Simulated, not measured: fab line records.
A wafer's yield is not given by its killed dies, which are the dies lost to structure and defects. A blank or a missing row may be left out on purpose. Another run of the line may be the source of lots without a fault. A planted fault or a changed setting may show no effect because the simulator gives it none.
fab line records	flow berkeley-cmos170
record lots=5	wafers=23
route steps=331 shown M2@272 V2@301 M3@314
start-h: hours from the record's opening day to when the first of the lot's shown wafers began	wait-h: hours since the lot's step before	" the same as in the row above	L1.1+2: a single row standing in for several wafers	- no value, or no start given	* or withheld: withheld	< > ~ a bound
route shown NAME@n: NAME is a module with steps in the file, n the number in the route of the first one	usual: the fault-free wafers' mean and standard deviation	same: alike in all rows	chamber/n: place in a boat	sites: each site's reading	_std_site: their standard deviation	_edge_site: the outer-site mean with the inner-site mean subtracted	radius-mm: for every site, how far away it sits from the centre of the wafer	mask NAME#n: copy n	behind: the tool/chamber that last shaped the wafer	hold: what put the lot on hold/how long, in hours/how the hold closed	device: names the non-switching transistor (n, p or np)	end of line: the tests these same wafers got at the end of their route	a step with no rows: only its recipe	killed: count of dies lost to structure and defects at first sort (not the wafer's yield)	map: dies across one wafer; x = killed, . = not, _ = none there
set.NAME: the setting the step ran with; set.NAME@STEP: the setting that earlier step ran with	model.NAME: the simulator's own value behind a step, which no gauge read
lots run with intentionally changed settings; tables by step, rows by wafer
## steps
# step UCB170_M2_SPUTTER_01
# recipe material=Al	target-thk-nm=900	time-s=120	power-w=6000	chamber-pressure-pa=0.5
lot.wafer	tool	chamber	start-h	wait-h	set.chamber-pressure-pa	model.Al_of_M2_SPUTTER_01.thk-nm
L079.1	pvd-sputter-02	-	169.13	0.0	0.5713	857.3
L079.2	"	-	"	"	0.5713	851.5
L079.4	"	-	"	"	0.5713	851
L079.5	"	-	"	"	0.5713	853
L079.6	"	-	"	"	0.5713	858.5
L080.1	pvd-sputter-01	-	182.62	0.0	0.4447	930.4
L080.2	"	-	"	"	0.4447	933
L080.3	"	-	"	"	0.4447	940.1
L080.5	"	-	"	"	0.4447	940.4
L080.6	"	-	"	"	0.4447	929.8
L081.2	pvd-sputter-02	-	190.45	0.0	0.4621	920.5
L081.3	"	-	"	"	0.4621	913.2
L081.4	"	-	"	"	0.4621	920.9
L081.5	"	-	"	"	0.4621	917.2
L081.6	"	-	"	"	0.4621	921.1
L083.3	pvd-sputter-03	-	194.35	0.0	0.5	899.8
L083.5	"	-	"	"	0.5	893.1
L083.6	"	-	"	"	0.5	897.6
L085.2	pvd-sputter-01	-	205.12	0.0	0.5295	886.8
L085.3	"	-	"	"	0.5295	875.5
L085.4	"	-	"	"	0.5295	880.3
L085.5	"	-	"	"	0.5295	882.7
L085.6	"	-	"	"	0.5295	877.1
# step UCB170_M2_RS_MEAS_02
# recipe thk-meas-gauge=four-point-probe	reads=Al_of_M2_SPUTTER_01
# usual M2_AL_RS=0.0321/0.00033
lot.wafer	tool	chamber	start-h	wait-h	set.chamber-pressure-pa@M2_SPUTTER_01	M2_AL_RS[ohm/sq]
L079.1	film-metro-03	-	169.22	0.0	0.5713	0.0338
L079.2	"	-	"	"	0.5713	0.0341
L079.4	"	-	"	"	0.5713	0.0341
L079.5	"	-	"	"	0.5713	0.0339
L079.6	"	-	"	"	0.5713	0.0338
L080.1	film-metro-04	-	182.71	0.0	0.4447	0.0311
L080.2	"	-	"	"	0.4447	0.0310
L080.3	"	-	"	"	0.4447	0.0308
L080.5	"	-	"	"	0.4447	0.0307
L080.6	"	-	"	"	0.4447	0.0311
L081.2	film-metro-04	-	190.56	0.1	0.4621	0.0314
L081.3	"	-	"	"	0.4621	0.0317
L081.4	"	-	"	"	0.4621	0.0315
L081.5	"	-	"	"	0.4621	0.0315
L081.6	"	-	"	"	0.4621	0.0314
L083.3	film-metro-04	-	194.58	0.2	0.5	0.0322
L083.5	"	-	"	"	0.5	0.0324
L083.6	"	-	"	"	0.5	0.0322
L085.2	film-metro-02	-	205.22	0.1	0.5295	0.0326
L085.3	"	-	"	"	0.5295	0.0330
L085.4	"	-	"	"	0.5295	0.0328
L085.5	"	-	"	"	0.5295	0.0327
L085.6	"	-	"	"	0.5295	0.0329
# step UCB170_M2_THK_MEAS_03
# recipe thk-meas-gauge=xrf	reads=Al_of_M2_SPUTTER_01
# usual M2_AL_THK=897/10
lot.wafer	tool	chamber	start-h	wait-h	set.ph3-flow-sccm@CONTACT_CVD_01	M2_AL_THK[nm]
L079.1	film-metro-03	-	169.34	0.1	28.51	855
L079.2	"	-	"	"	28.51	849
L079.4	"	-	"	"	28.51	850
L079.5	"	-	"	"	28.51	844
L079.6	"	-	"	"	28.51	855
L080.1	film-metro-04	-	182.83	0.1	23	928
L080.2	"	-	"	"	23	928
L080.3	"	-	"	"	23	944
L080.5	"	-	"	"	23	939
L080.6	"	-	"	"	23	934
L081.2	film-metro-04	-	190.67	0.1	24.04	921
L081.3	"	-	"	"	24.04	911
L081.4	"	-	"	"	24.04	919
L081.5	"	-	"	"	24.04	914
L081.6	"	-	"	"	24.04	917
L083.3	film-metro-04	-	194.68	0.1	25	905
L083.5	"	-	"	"	25	892
L083.6	"	-	"	"	25	899
L085.2	film-metro-02	-	205.33	0.1	27.04	884
L085.3	"	-	"	"	27.04	872
L085.4	"	-	"	"	27.04	873
L085.5	"	-	"	"	27.04	876
L085.6	"	-	"	"	27.04	870
# step UCB170_M2_DEVELOP_14
# recipe developer=TMAH	develop-time-s=45	resist=KrF	dev-temp-c=21
lot.wafer	tool	chamber	start-h	wait-h	set.dev-temp-c
L079.1+2+6	litho-track-04	0	-	-	21
L079.4+5	"	0	"	"	22.74
L080.1+2+5	litho-track-04	0	-	-	21
L080.3+6	"	0	"	"	18.14
L081.2+3+6	litho-track-01	0	-	-	23.84
L081.4+5	"	0	"	"	21
L083.3+5+6	litho-track-01	0	-	-	21
L085.2+4	litho-track-02	0	-	-	21
L085.3+5+6	"	0	"	"	24.42
# step UCB170_M2_ETCH_17
# recipe chemistry=N2/H2	target-depth-a=withheld	overetch-a=withheld	target=BARC	time-s=withheld	source-w=500	bias-w=100	pressure-mtorr=30	n2-flow-sccm=100	h2-flow-sccm=200
# step UCB170_M2_METAL_ETCH_18
# recipe chemistry=Cl2/BCl3	target=Al	stop-on=SiO2	pressure-mtorr=12	target-depth-a=11700	over-etch-frac=0.3	time-s=199.2	icp-w=600	bias-w=120	Cl2_flow_sccm=90	bcl3-flow-sccm=45
lot.wafer	tool	chamber	start-h	wait-h	set.chamber-pressure-pa@M2_SPUTTER_01	model.etch.depth-nm	model.M2.feature-depth-nm
L079.1	rie-metal-02	0	171.40	-	0.5713	857.3	916.8
L079.2	"	1	"	"	0.5713	851.5	911.6
L079.4	"	0	"	"	0.5713	851	910.9
L079.5	"	0	"	"	0.5713	853	912.8
L079.6	"	1	"	"	0.5713	858.5	918.3
L080.1	rie-metal-04	1	184.67	-	0.4447	930.4	989
L080.2	"	0	"	"	0.4447	-	991
L080.3	"	0	"	"	0.4447	940.1	998.2
L080.5	"	1	"	"	0.4447	-	998.7
L080.6	"	0	"	"	0.4447	-	987.8
L081.2	rie-metal-03	0	193.38	-	0.4621	920.5	976.2
L081.3	"	1	"	"	0.4621	-	971.9
L081.4	"	0	"	"	0.4621	920.9	976.7
L081.5	"	0	"	"	0.4621	-	972.6
L081.6	"	1	"	"	0.4621	-	979.8
L083.3	rie-metal-02	0	196.81	-	0.5	899.8	958.7
L083.5	"	1	"	"	0.5	893.1	952.9
L083.6	"	0	"	"	0.5	897.6	956.5
L085.2	rie-metal-04	0	207.28	-	0.5295	-	944.8
L085.3	"	0	"	"	0.5295	-	933.5
L085.4	"	1	"	"	0.5295	880.3	938.6
L085.5	"	1	"	"	0.5295	-	941.1
L085.6	"	0	"	"	0.5295	877.1	935.2
# step UCB170_V2_EXPOSE_09
# recipe mask-id=VIA2	target-cd-nm=700	na=0.5	sigma-outer=0.6	source-shape=conventional	dose-mj=37
lot.wafer	tool	chamber	start-h	wait-h	mask	set.dose-mj
L079.1+4	krf-scanner-01	0	173.48	0.1	VIA2#0	36.1
L079.2+5+6	"	0	"	"	VIA2#0	37
L080.1+2	krf-scanner-02	0	186.54	0.2	VIA2#0	36.28
L080.3+5+6	"	0	"	"	VIA2#0	37
L081.2+4+5	krf-scanner-02	0	195.53	0.1	VIA2#0	39.45
L081.3+6	"	0	"	"	VIA2#0	37
L083.3+5+6	krf-scanner-02	0	198.61	0.1	VIA2#0	37
L085.2+3	krf-scanner-02	0	209.06	0.1	VIA2#0	35.82
L085.4+5+6	"	0	"	"	VIA2#0	37
# step UCB170_V2_DEVELOP_11
# recipe developer=TMAH	develop-time-s=45	resist=KrF	dev-temp-c=21
lot.wafer	tool	chamber	start-h	wait-h	set.dev-temp-c
L079.1+2+4+5+6	litho-track-01	0	-	-	21
L080.1+3	litho-track-01	0	-	-	21
L080.2+5+6	"	0	"	"	24.16
L081.2+4+6	litho-track-03	0	-	-	17.26
L081.3+5	"	0	"	"	21
L083.3+5+6	litho-track-03	0	-	-	21
L085.2+3+4+5+6	litho-track-03	0	-	-	21
# step UCB170_V2_CD_MEAS_12
# recipe target-cd-nm=700
# usual cd-nm=700.1/1.3
lot.wafer	tool	chamber	start-h	wait-h	set.dose-mj@V2_EXPOSE_09	cd-nm
L079.1	cd-sem-01	-	173.88	-	36.1	695.1
L079.2	"	-	"	"	37	697.8
L079.4	"	-	"	"	36.1	694.6
L079.5	"	-	"	"	37	698.0
L079.6	"	-	"	"	37	699.5
L080.1	cd-sem-01	-	186.93	-	36.28	697.3
L080.2	"	-	"	"	36.28	695.3
L080.3	"	-	"	"	37	700.4
L080.5	"	-	"	"	37	699.1
L080.6	"	-	"	"	37	699.6
L081.2	cd-sem-01	-	195.92	-	39.45	712.3
L081.3	"	-	"	"	37	702.4
L081.4	"	-	"	"	39.45	713.4
L081.5	"	-	"	"	39.45	713.6
L081.6	"	-	"	"	37	701.8
L083.3	cd-sem-02	-	199.47	-	37	701.0
L083.5	"	-	"	"	37	700.7
L083.6	"	-	"	"	37	698.6
L085.2	cd-sem-01	-	209.45	-	35.82	694.7
L085.3	"	-	"	"	35.82	694.1
L085.4	"	-	"	"	37	699.4
L085.5	"	-	"	"	37	699.8
L085.6	"	-	"	"	37	701.7
# step UCB170_V2_ETCH_14
# recipe chemistry=CHF3/CF4/Ar	target=SiO2	stop-on=Al	CHF3_flow_sccm=45	cf4-flow-sccm=15	Ar_flow_sccm=150	pressure-mtorr=200	rf-w=700	target-depth-a=12500	over-etch-frac=0.25	time-s=291
lot.wafer	tool	chamber	start-h	wait-h	set.dose-mj@V2_EXPOSE_09	model.V2.cd-nm
L079.1	rie-diel-02	0	174.03	0.0	36.1	694.3
L079.2	"	3	"	"	37	697.3
L079.4	"	2	"	"	36.1	695.3
L079.5	"	2	"	"	37	698
L079.6	"	3	"	"	37	698.8
L080.1	rie-diel-02	0	187.09	0.0	36.28	696.8
L080.2	"	2	"	"	36.28	695.1
L080.3	"	3	"	"	37	699.6
L080.5	"	0	"	"	37	698.1
L080.6	"	3	"	"	37	698.6
L081.2	rie-diel-02	1	196.06	0.0	39.45	711.8
L081.3	"	3	"	"	37	702.3
L081.4	"	2	"	"	39.45	714
L081.5	"	2	"	"	39.45	713.8
L081.6	"	1	"	"	37	701.7
L083.3	rie-diel-01	2	199.59	0.0	37	701.2
L083.5	"	3	"	"	37	700.3
L083.6	"	0	"	"	37	698
L085.2	rie-diel-01	2	209.59	0.0	35.82	695.3
L085.3	"	3	"	"	35.82	694.1
L085.4	"	1	"	"	37	700
L085.5	"	3	"	"	37	699.3
L085.6	"	2	"	"	37	701.4
# step UCB170_V2_STRIP_15
# recipe chemistry=O2	power-w=400	pressure-mtorr=3500	platen-temp-c=withheld	o2-flow-sccm=400	overash-fraction=0.5
# step UCB170_V2_CD_MEAS_90
# recipe target-cd-nm=700
# usual cd-nm=699.9/1.4
lot.wafer	tool	chamber	start-h	wait-h	set.dose-mj@V2_EXPOSE_09	cd-nm
L079.1	cd-sem-01	-	174.31	0.1	36.1	693.7
L079.2	"	-	"	"	37	697.5
L079.4	"	-	"	"	36.1	695.4
L079.5	"	-	"	"	37	697.8
L079.6	"	-	"	"	37	699.0
L080.1	cd-sem-02	-	187.37	0.1	36.28	696.7
L080.2	"	-	"	"	36.28	695.4
L080.3	"	-	"	"	37	699.5
L080.5	"	-	"	"	37	697.8
L080.6	"	-	"	"	37	698.4
L081.2	cd-sem-02	-	196.36	0.1	39.45	711.6
L081.3	"	-	"	"	37	702.7
L081.4	"	-	"	"	39.45	714.3
L081.5	"	-	"	"	39.45	713.3
L081.6	"	-	"	"	37	701.9
L083.3	cd-sem-02	-	199.91	0.1	37	701.5
L083.5	"	-	"	"	37	700.7
L083.6	"	-	"	"	37	698.4
L085.2	cd-sem-02	-	209.89	0.1	35.82	695.2
L085.3	"	-	"	"	35.82	694.0
L085.4	"	-	"	"	37	699.8
L085.5	"	-	"	"	37	699.2
L085.6	"	-	"	"	37	701.4
# step UCB170_M3_COAT_05
# recipe resist=KrF	spin-rpm=1500	resist-thk-nm=900
lot.wafer	tool	chamber	start-h	wait-h	set.spin-rpm	model.KrF_of_M3_COAT_05.thk-nm
L079.1	litho-track-02	0	174.91	0.1	1500	900.4
L079.2	"	0	"	"	1439	918.8
L079.4	"	0	"	"	1439	920.1
L079.5	"	0	"	"	1500	899.6
L079.6	"	0	"	"	1439	918.7
L080.1	litho-track-03	0	187.97	0.1	1560	881.4
L080.2	"	0	"	"	1500	900.4
L080.3	"	0	"	"	1500	903.1
L080.5	"	0	"	"	1560	884.1
L080.6	"	0	"	"	1560	885.8
L081.2	litho-track-04	0	197.26	0.1	1584	876.4
L081.3	"	0	"	"	1584	876.8
L081.4	"	0	"	"	1500	899.7
L081.5	"	0	"	"	1584	875.3
L081.6	"	0	"	"	1500	899.5
L083.3	litho-track-03	0	200.52	0.1	1500	901.2
L083.5	"	0	"	"	1500	900.5
L083.6	"	0	"	"	1500	901.7
L085.2	litho-track-03	0	210.49	0.1	1450	912.9
L085.3	"	0	"	"	1500	898.2
L085.4	"	0	"	"	1500	902.1
L085.5	"	0	"	"	1450	914.1
L085.6	"	0	"	"	1450	916.9
# step UCB170_M3_SOFTBAKE_06
# recipe resist=KrF	temp-c=130	time-s=60
# step UCB170_M3_STRIP_07
# recipe chemistry=O2	power-w=400	pressure-mtorr=3500	platen-temp-c=withheld	o2-flow-sccm=400	overash-fraction=0.5
# usual strip-time-to-endpoint-s=21.96/0.049
lot.wafer	tool	chamber	start-h	wait-h	set.spin-rpm@M3_COAT_05	strip-time-to-endpoint-s
L079.1	plasma-asher-04	1	175.21	0.1	1500	21.97
L079.2	"	0	"	"	1439	22.41
L079.4	"	0	"	"	1439	22.44
L079.5	"	0	"	"	1500	21.94
L079.6	"	1	"	"	1439	22.41
L080.1	plasma-asher-04	0	188.27	0.1	1560	21.51
L080.2	"	1	"	"	1500	21.96
L080.3	"	1	"	"	1500	22.04
L080.5	"	0	"	"	1560	21.60
L080.6	"	1	"	"	1560	21.63
L081.2	plasma-asher-01	0	197.53	0.1	1584	21.41
L081.3	"	1	"	"	1584	21.43
L081.4	"	0	"	"	1500	21.96
L081.5	"	0	"	"	1584	21.39
L081.6	"	1	"	"	1500	21.95
L083.3	plasma-asher-01	1	200.80	0.1	1500	21.99
L083.5	"	1	"	"	1500	21.98
L083.6	"	0	"	"	1500	22.02
L085.2	plasma-asher-04	1	210.77	0.1	1450	22.26
L085.3	"	1	"	"	1500	21.93
L085.4	"	0	"	"	1500	22.00
L085.5	"	0	"	"	1450	22.32
L085.6	"	1	"	"	1450	22.38
## key
split step=UCB170_M2_SPUTTER_01	setting=chamber-pressure-pa	stated=0.5	by=lot
response step=UCB170_M2_SPUTTER_01	reading=model.Al_of_M2_SPUTTER_01.thk-nm	change=-3.08	per=1%	r=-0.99
response step=UCB170_M2_RS_MEAS_02	reading=M2_AL_RS	change=+0.000114	per=1%	r=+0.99
response step=UCB170_M2_METAL_ETCH_18	reading=model.etch.depth-nm	change=-3.13	per=1%	r=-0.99
response step=UCB170_M2_METAL_ETCH_18	reading=model.M2.feature-depth-nm	change=-3.01	per=1%	r=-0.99
split step=UCB170_M2_DEVELOP_14	setting=dev-temp-c	stated=21	by=wafer
response none clear
split step=UCB170_V2_EXPOSE_09	setting=dose-mj	stated=37	by=wafer
response step=UCB170_V2_CD_MEAS_12	reading=cd-nm	change=+1.68	per=1%	r=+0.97
response step=UCB170_V2_ETCH_14	reading=model.V2.cd-nm	change=+1.64	per=1%	r=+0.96
response step=UCB170_V2_CD_MEAS_90	reading=cd-nm	change=+1.61	per=1%	r=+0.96
split step=UCB170_V2_DEVELOP_11	setting=dev-temp-c	stated=21	by=wafer
response none clear
split step=UCB170_M3_COAT_05	setting=spin-rpm	stated=1500	by=wafer
response step=UCB170_M3_COAT_05	reading=model.KrF_of_M3_COAT_05.thk-nm	change=-4.39	per=1%	r=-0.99
response step=UCB170_M3_STRIP_07	reading=strip-time-to-endpoint-s	change=*	per=1%	r=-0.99
split outside-this-file step=UCB170_CONTACT_CVD_01 setting=ph3-flow-sccm
# split outside-this-file: this setting was split too, and the file shows its column; the key of that split is in another file
